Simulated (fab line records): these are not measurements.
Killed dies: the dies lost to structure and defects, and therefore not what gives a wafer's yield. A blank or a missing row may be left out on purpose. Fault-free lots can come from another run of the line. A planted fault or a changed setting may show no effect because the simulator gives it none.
Which tool was responsible?    flow berkeley_cmos170    Sampling: 14 lots, 42 wafers, 5 of 331 route steps

## WHAT EACH GAUGE READ, for each wafer
UCB170_M2_CD_MEAS_90 targets a cd of 700 nm. Usual: cd_nm reads 698.8 nm (standard deviation 2.7).
lot   measured      on         cd_nm (nm)         flag
L981  day 8 10:16   cd_sem-02  694.9 695.6 695.6  
L983  day 9 01:46   cd_sem-01  699.4 698.7 700.8  
L985  day 9 05:44   cd_sem-02  702.9 703.0 700.6  
L987  day 9 09:47   cd_sem-02  698.5 696.3 695.9  
L986  day 9 11:32   cd_sem-02  697.7 698.3 694.9  
L988  day 9 19:22   cd_sem-01  700.0 701.5 700.3  
L992  day 10 09:41  cd_sem-02  695.3 692.7 697.0  
L993  day 10 19:18  cd_sem-01  701.3 698.5 699.0  
L998  day 11 08:56  cd_sem-01  692.5 695.7 693.5  
L997  day 11 10:25  cd_sem-01  701.5 697.3 699.1  
L995  day 11 12:06  cd_sem-02  700.4 701.6 695.4  
L999  day 12 03:19  cd_sem-02  699.2 702.4 699.7  
L104  day 12 23:34  cd_sem-02  699.3 699.4 696.5  
L102  day 13 00:17  cd_sem-02  698.9 696.5 696.8  

UCB170_V2_BOW_MEAS_03. Usual: for V2_BOW the level is 35 um and the standard deviation is 7.6.
lot   measured      on             V2_BOW (um)  flag
L981  day 8 10:53   film_metro-04  38 28 34     
L983  day 9 02:24   film_metro-04  36 48 47     
L985  day 9 06:29   film_metro-03  27 36 24     
L987  day 9 10:25   film_metro-01  36 36 47     
L986  day 9 12:10   film_metro-03  26 29 33     
L988  day 9 20:04   film_metro-03  43 34 28     
L992  day 10 10:19  film_metro-01  50 55 49     
L993  day 10 19:56  film_metro-04  19 31 45     
L998  day 11 09:34  film_metro-04  46 43 34     
L997  day 11 11:02  film_metro-03  32 49 42     
L995  day 11 12:44  film_metro-03  37 31 25     
L999  day 12 03:57  film_metro-04  22 30 29     
L104  day 13 00:12  film_metro-03  34 30 29     
L102  day 13 00:55  film_metro-04  45 37 39     

## WHICH TOOL RAN EACH LOT (tool, then ch and the chambers of the sampled wafers, then the start)
lot   UCB170_CONTACT_STRIP_19               UCB170_V1_ETCH_14                   UCB170_V1_STRIP_15
L981  plasma_asher-03 ch 0,1, day 7 23:43   rie_diel-01 ch 0,1,3, day 8 07:08   plasma_asher-01 ch 0,1, day 8 07:19
L983  plasma_asher-04 ch 0,1, day 8 14:22   rie_diel-01 ch 1,2,3, day 8 22:55   plasma_asher-04 ch 0,1, day 8 23:08
L985  plasma_asher-04 ch 0,1, day 8 18:22   rie_diel-03 ch 0,1, day 9 02:44     plasma_asher-01 ch 0,1, day 9 02:57
L987  plasma_asher-02 ch 0,1, day 9 00:56   rie_diel-04 ch 0,1,3, day 9 06:27   plasma_asher-01 ch 0,1, day 9 06:40
L986  plasma_asher-03 ch 1, day 9 01:21     rie_diel-03 ch 2,3, day 9 07:48     plasma_asher-04 ch 0,1, day 9 07:59
L988  plasma_asher-03 ch 0,1, day 9 09:02   rie_diel-01 ch 1,2,3, day 9 16:08   plasma_asher-04 ch 0,1, day 9 16:16
L992  plasma_asher-04 ch 0, day 9 23:29     rie_diel-04 ch 0,2,3, day 10 06:07  plasma_asher-04 ch 0,1, day 10 06:17
L993  plasma_asher-03 ch 0, day 10 09:27    rie_diel-03 ch 1,3, day 10 16:12    plasma_asher-03 ch 0,1, day 10 16:28
L998  plasma_asher-03 ch 1, day 10 23:41    rie_diel-03 ch 1,3, day 11 05:49    plasma_asher-04 ch 0,1, day 11 06:00
L997  plasma_asher-03 ch 0,1, day 10 23:56  rie_diel-04 ch 0,1,3, day 11 07:26  plasma_asher-01 ch 1, day 11 07:37
L995  plasma_asher-02 ch 0,1, day 11 02:45  rie_diel-04 ch 0,1,3, day 11 09:07  plasma_asher-01 ch 0,1, day 11 09:19
L999  plasma_asher-03 ch 0,1, day 11 14:06  rie_diel-01 ch 0,1, day 12 00:22    plasma_asher-03 ch 0,1, day 12 00:32
L104  plasma_asher-03 ch 0,1, day 12 10:49  rie_diel-03 ch 1,2,3, day 12 20:13  plasma_asher-04 ch 0,1, day 12 20:24
L102  plasma_asher-03 ch 0,1, day 12 13:17  rie_diel-01 ch 1,2,3, day 12 20:29  plasma_asher-01 ch 0,1, day 12 20:40
- UCB170_CONTACT_STRIP_19: strips in O2.
- UCB170_V1_ETCH_14: etches SiO2 in CHF3/CF4/Ar, stops on Al, target depth 1250 nm, time 291 s.
- UCB170_V1_STRIP_15: strips in O2.

## AS READ BY THE TOOLS THEMSELVES (means over the sampled wafers that have a number; for cases with no such wafer, the mark the record gives instead)
UCB170_CONTACT_STRIP_19. Usual: drypump_motor_current_A 5.6 A, standard deviation 0.43; oes_product_au 0.725 a.u., standard deviation 0.0039.
lot   tool             drypump_motor_current_A (A)  oes_product_au (a.u.)  flag
L981  plasma_asher-03  5.5                          0.723                  
L983  plasma_asher-04  5.6                          0.721                  
L985  plasma_asher-04  5.6                          0.724                  
L987  plasma_asher-02  5.6                          0.725                  
L986  plasma_asher-03  5.7                          0.723                  
L988  plasma_asher-03  5.5                          0.726                  
L992  plasma_asher-04  5.3                          0.724                  
L993  plasma_asher-03  5.3                          0.729                  
L998  plasma_asher-03  5.7                          0.724                  
L997  plasma_asher-03  5.4                          0.726                  
L995  plasma_asher-02  6.0                          0.722                  
L999  plasma_asher-03  5.4                          0.722                  
L104  plasma_asher-03  5.4                          0.724                  
L102  plasma_asher-03  5.6                          0.726                  

UCB170_V1_ETCH_14. Usual: drypump_motor_current_A 5.9 A, standard deviation 0.41; oes_product_au 0.876 a.u., standard deviation 0.011; run_length_s 319.3 s, standard deviation 0.38; throttle_valve_pct 6.97 %, standard deviation 0.065.
lot   tool         drypump_motor_current_A (A)  oes_product_au (a.u.)  run_length_s (s)  throttle_valve_pct (%)  flag
L981  rie_diel-01  5.5                          0.875                  319.3             7.01                    
L983  rie_diel-01  5.9                          0.880                  319.2             6.99                    
L985  rie_diel-03  5.9                          0.892                  319.6             6.99                    
L987  rie_diel-04  5.6                          0.869                  319.3             6.89                    
L986  rie_diel-03  6.1                          0.873                  319.9             7.01                    
L988  rie_diel-01  5.9                          0.877                  319.5             6.99                    
L992  rie_diel-04  6.0                          0.875                  319.0             6.93                    
L993  rie_diel-03  6.1                          0.885                  319.6             6.99                    
L998  rie_diel-03  6.1                          0.886                  319.5             7.01                    
L997  rie_diel-04  5.7                          0.906                  309.2             6.89                    OFF
L995  rie_diel-04  5.7                          0.913                  309.4             6.89                    OFF
L999  rie_diel-01  5.3                          0.865                  318.9             6.99                    
L104  rie_diel-03  5.9                          0.877                  319.5             7.01                    
L102  rie_diel-01  5.9                          0.863                  319.1             7.01                    

UCB170_V1_STRIP_15. Usual: drypump_motor_current_A 5.6 A, standard deviation 0.35; oes_product_au 0.723 a.u., standard deviation 0.0045; strip_time_to_endpoint_s 15.32 s, standard deviation 0.097.
lot   tool             drypump_motor_current_A (A)  oes_product_au (a.u.)  strip_time_to_endpoint_s (s)  flag
L981  plasma_asher-01  5.5                          0.725                  15.38                         
L983  plasma_asher-04  5.9                          0.727                  15.35                         
L985  plasma_asher-01  5.5                          0.724                  15.32                         
L987  plasma_asher-01  5.5                          0.722                  15.24                         
L986  plasma_asher-04  5.9                          0.721                  15.20                         
L988  plasma_asher-04  5.6                          0.722                  15.46                         
L992  plasma_asher-04  5.9                          0.721                  15.25                         
L993  plasma_asher-03  5.6                          0.718                  15.17                         
L998  plasma_asher-04  5.9                          0.722                  15.21                         
L997  plasma_asher-01  5.4                          0.725                  15.62                         OFF
L995  plasma_asher-01  5.5                          0.722                  15.54                         
L999  plasma_asher-03  5.4                          0.725                  15.41                         
L104  plasma_asher-04  5.6                          0.720                  15.28                         
L102  plasma_asher-01  5.5                          0.719                  15.41                         

## THE ANSWER, worked out from the rows above alone
Rule: a lot is off if the mean of its wafers that have a number lies more than 3 standard deviations from the usual mean. A lot without any number at a reading at which 4 lots or more have one is off too. Where the step has rows for the other lots, those lots are counted as sound. First the gauges in route order, then the tools' own readings, where a lot's mean is used as printed above. At the first step where some lot is off, the reading lying furthest off is the one used; lots without a number count as furthest.
Off at UCB170_V1_ETCH_14 (run_length_s): L997, L995.
If a tool, at that step or one of the process steps before it, ran each lot that is off and ran no sound lot following the first of them, it fits. One fits: rie_diel-04 at UCB170_V1_ETCH_14. A fault onset in the window from L992 (day 10 06:07, its last sound lot) to L997 (day 11 07:26, its first lot off) fits.
On the lots that are off, the tool's own readings at UCB170_V1_ETCH_14 differ by more than 5 times the standard deviation of the sound lots' means, which bears it out; run_length_s reads 309.3 s there versus 319.4 s on the sound lots.

## WHAT THE SIMULATOR HAD INSERTED
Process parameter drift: rie_diel-04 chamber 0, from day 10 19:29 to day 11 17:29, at UCB170_V1_ETCH_14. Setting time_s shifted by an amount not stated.
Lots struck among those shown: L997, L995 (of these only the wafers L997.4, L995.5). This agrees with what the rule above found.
